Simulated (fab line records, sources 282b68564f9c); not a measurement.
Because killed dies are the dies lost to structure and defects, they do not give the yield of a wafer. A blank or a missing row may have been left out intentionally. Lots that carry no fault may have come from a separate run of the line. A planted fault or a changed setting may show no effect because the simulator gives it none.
What tool caused it?    flow rit_cmos    6 lots, 18 wafers sampled, at 2 steps of a route of 202

WHAT THE GAUGES READ, wafer by wafer
RIT_SPACER_THK_MEAS_04.
lot   measured     on             SPACER_NITRIDE_THK (nm)
L682  day 3 13:14  film_metro-03  252.1 252.1 251.1
L684  day 4 05:27  film_metro-01  248.7 251.3 249.0
L686  day 4 11:14  film_metro-04  249.2 246.9 250.2
L688  day 5 01:02  film_metro-01  251.5 252.9 251.7
L692  day 5 14:19  film_metro-01  249.6 248.2 250.3
L697  day 6 17:31  film_metro-01  254.0 255.8 255.4

TOOL THAT RAN EACH LOT (tool first, then ch and the chambers of the sampled wafers, then the start)
lot   RIT_SPACER_CVD_03
L682  lpcvd-01 ch 1, day 3 11:19
L684  lpcvd-02 ch 1, day 4 02:35
L686  lpcvd-01 ch 1, day 4 09:19
L688  lpcvd-01 ch 0, day 4 22:09
L692  lpcvd-02 ch 1, day 5 12:23
L697  lpcvd-02 ch 1, day 6 15:35
- RIT_SPACER_CVD_03: deposits Si3N4 from SiH2Cl2/NH3, target thk 250 nm, time 3300 s.

THE ANSWER, worked out from the rows above alone
Rule: what is usual is taken from the lots themselves. Put in order of their means at a reading, lots are off if they are a third of the lots or fewer, leave a main group of 4 or more, and stand apart from it by a gap of 3 or more times the standard deviation of the main group's means; of several such gaps the widest counts. The tables above print the reading to a certain number of digits; a main group whose means all agree to those digits is not used. A lot without any number at a reading at which 4 lots or more have one is off too. Where the step has rows for the other lots, those lots are counted as sound.
Nothing can be told from this: no lot is off at any reading shown.

WHAT THE SIMULATOR PUT IN
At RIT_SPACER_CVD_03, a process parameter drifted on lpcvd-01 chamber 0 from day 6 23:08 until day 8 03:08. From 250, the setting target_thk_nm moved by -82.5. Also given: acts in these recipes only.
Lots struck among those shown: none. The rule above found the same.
